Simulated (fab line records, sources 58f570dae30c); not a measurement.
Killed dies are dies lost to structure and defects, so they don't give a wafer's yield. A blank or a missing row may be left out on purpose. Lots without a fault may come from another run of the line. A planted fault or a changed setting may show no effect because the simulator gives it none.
Which tool did it? | flow berkeley_cmos170 | 15 lots, 44 wafers sampled, at 4 steps of a route of 331

WHAT THE GAUGES READ, wafer by wafer
UCB170_V2_OVL_MEAS_13.
lot  | measured     | on         | V2_OVL (nm)
L190 | day 8 10:20  | overlay-01 | -4 7 1
L189 | day 8 11:20  | overlay-02 | 6 9 5
L191 | day 8 19:34  | overlay-01 | -3 -3 3
L194 | day 9 03:40  | overlay-01 | 8 2 7
L198 | day 9 12:48  | overlay-01 | 0 3 -1
L195 | day 9 14:15  | overlay-01 | -4 2 -2
L197 | day 9 13:57  | overlay-02 | 5 -2 2
L196 | day 9 14:36  | overlay-02 | -8 -2 -5
L201 | day 9 22:56  | overlay-01 | -2 -5 -6
L203 | day 11 01:04 | overlay-02 | -8 -15 -9
L204 | day 11 01:36 | overlay-02 | -8 -12 -9
L202 | day 11 03:13 | overlay-01 | -3 2
L206 | day 11 04:13 | overlay-02 | -1 -8 -1
L209 | day 11 21:34 | overlay-01 | 7 10 13
L211 | day 12 04:29 | overlay-01 | 5 -1 -5

UCB170_V2_CD_MEAS_90: target cd 700 nm.
lot  | measured     | on        | cd_nm (nm)
L190 | day 8 10:38  | cd_sem-02 | 700.7 699.7 698.7
L189 | day 8 11:40  | cd_sem-01 | 702.3 699.7 699.5
L191 | day 8 19:53  | cd_sem-01 | 698.4 700.0 699.0
L194 | day 9 03:59  | cd_sem-01 | 701.5 702.0 700.5
L198 | day 9 13:08  | cd_sem-01 | 699.9 701.2 701.2
L195 | day 9 14:35  | cd_sem-01 | 701.4 700.2 701.8
L197 | day 9 14:16  | cd_sem-01 | 698.0 700.1 699.9
L196 | day 9 14:55  | cd_sem-02 | 700.6 699.5 700.8
L201 | day 9 23:15  | cd_sem-02 | 702.2 703.7 703.0
L203 | day 11 01:24 | cd_sem-01 | 702.2 699.1 700.3
L204 | day 11 01:56 | cd_sem-01 | 701.7 701.7 701.9
L202 | day 11 03:32 | cd_sem-02 | 702.7 700.8
L206 | day 11 04:32 | cd_sem-02 | 699.5 702.3 702.7
L209 | day 11 21:53 | cd_sem-02 | 697.9 698.6 700.6
L211 | day 12 04:49 | cd_sem-02 | 698.4 701.2 696.8

UCB170_M3_RS_MEAS_02: measures by four-point-probe.
lot  | measured     | on            | M3_AL_RS (ohm/sq)
L190 | day 8 10:55  | film_metro-03 | 0.0319 0.0319 0.0318
L189 | day 8 11:56  | film_metro-02 | 0.0327 0.0325 0.0323
L191 | day 8 20:09  | film_metro-01 | 0.0323 0.0323 0.0323
L194 | day 9 04:16  | film_metro-03 | 0.0322 0.0324 0.0328
L198 | day 9 13:24  | film_metro-01 | 0.0318 0.0319 0.0321
L195 | day 9 14:51  | film_metro-03 | 0.0321 0.0317 0.0316
L197 | day 9 14:32  | film_metro-03 | 0.0327 0.0325 0.0322
L196 | day 9 15:11  | film_metro-02 | 0.0325 0.0321 0.0321
L201 | day 9 23:31  | film_metro-02 | 0.0324 0.0325 0.0318
L203 | day 11 01:40 | film_metro-02 | 0.0317 0.0320 0.0321
L204 | day 11 02:13 | film_metro-02 | 0.0326 0.0330 0.0322
L202 | day 11 03:49 | film_metro-02 | 0.0324 0.0325
L206 | day 11 04:49 | film_metro-01 | 0.0323 0.0321 0.0325
L209 | day 11 22:09 | film_metro-01 | 0.0322 0.0318 0.0320
L211 | day 12 05:05 | film_metro-02 | 0.0311 0.0315 0.0310

WHICH TOOL RAN EACH LOT (tool, then ch and the chambers of the sampled wafers, then the start)
lot  | UCB170_V1_STRIP_15
L190 | plasma_asher-01 ch 0,1, day 8 04:23
L189 | plasma_asher-02 ch 0,1, day 8 04:43
L191 | plasma_asher-01 ch 0,1, day 8 14:16
L194 | plasma_asher-01 ch 0,1, day 8 22:09
L198 | plasma_asher-01 ch 0,1, day 9 06:35
L195 | plasma_asher-03 ch 0,1, day 9 06:46
L197 | plasma_asher-02 ch 0,1, day 9 06:53
L196 | plasma_asher-01 ch 0,1, day 9 07:11
L201 | plasma_asher-01 ch 0,1, day 9 18:14
L203 | plasma_asher-02 ch 0,1, day 10 19:10
L204 | plasma_asher-01 ch 0,1, day 10 20:12
L202 | plasma_asher-01 ch 0, day 10 21:04
L206 | plasma_asher-01 ch 0,1, day 10 21:20
L209 | plasma_asher-03 ch 0,1, day 11 16:02
L211 | plasma_asher-03 ch 0,1, day 11 23:13
- UCB170_V1_STRIP_15: strips in O2.

WHAT THE TOOLS THEMSELVES READ (means of the sampled wafers that have a number; where no wafer has one, the mark that the record gives instead)
UCB170_V1_STRIP_15.
lot  | tool            | chamber_pressure_mTorr (mTorr) | drypump_motor_current_A (A) | oes_product_au (a.u.) | strip_time_to_endpoint_s (s)
L190 | plasma_asher-01 | 3502                           | 5.6                         | 0.715                 | 15.31
L189 | plasma_asher-02 | 3500                           | 5.2                         | 0.719                 | 15.48
L191 | plasma_asher-01 | 3502                           | 5.6                         | 0.723                 | 15.52
L194 | plasma_asher-01 | 3499                           | 5.8                         | 0.722                 | 15.58
L198 | plasma_asher-01 | 3500                           | 5.8                         | 0.723                 | 15.51
L195 | plasma_asher-03 | 3500                           | 5.2                         | 0.720                 | 15.61
L197 | plasma_asher-02 | 3500                           | 5.2                         | 0.724                 | 15.50
L196 | plasma_asher-01 | 3503                           | 5.7                         | 0.721                 | 15.55
L201 | plasma_asher-01 | 3503                           | 5.6                         | 0.723                 | 15.66
L203 | plasma_asher-02 | 3498                           | 5.2                         | 0.724                 | 15.56
L204 | plasma_asher-01 | 3498                           | 5.8                         | 0.719                 | 15.34
L202 | plasma_asher-01 | 3496                           | 5.5                         | 0.726                 | 15.59
L206 | plasma_asher-01 | 3497                           | 5.6                         | 0.724                 | 15.76
L209 | plasma_asher-03 | 3500                           | 5.2                         | 0.719                 | 15.52
L211 | plasma_asher-03 | 3504                           | 5.2                         | 0.728                 | 15.57

THE ANSWER, worked out from the rows above alone
Rule: what is usual is taken from the lots themselves. Put in order of their means at a reading, lots are off if they are a third of the lots or fewer, leave a main group of 4 or more, and stand apart from it by a gap of 3 or more times the standard deviation of the main group's means; of several such gaps the widest counts. A main group whose means are all the same, to the digits that the tables above print for the reading, isn't used. A lot without any number at a reading at which 4 lots or more have one is off too. The other lots that the step has rows for count as sound. The gauges are gone through in route order, then the tools' own readings, and for those a lot's mean is taken as printed above. The first step at which some lot is off is used, and at that step the reading that is off furthest; a lot without a number counts as furthest.
No lot is off at any reading shown: from this, nothing can be told.

WHAT THE SIMULATOR HAD PUT IN
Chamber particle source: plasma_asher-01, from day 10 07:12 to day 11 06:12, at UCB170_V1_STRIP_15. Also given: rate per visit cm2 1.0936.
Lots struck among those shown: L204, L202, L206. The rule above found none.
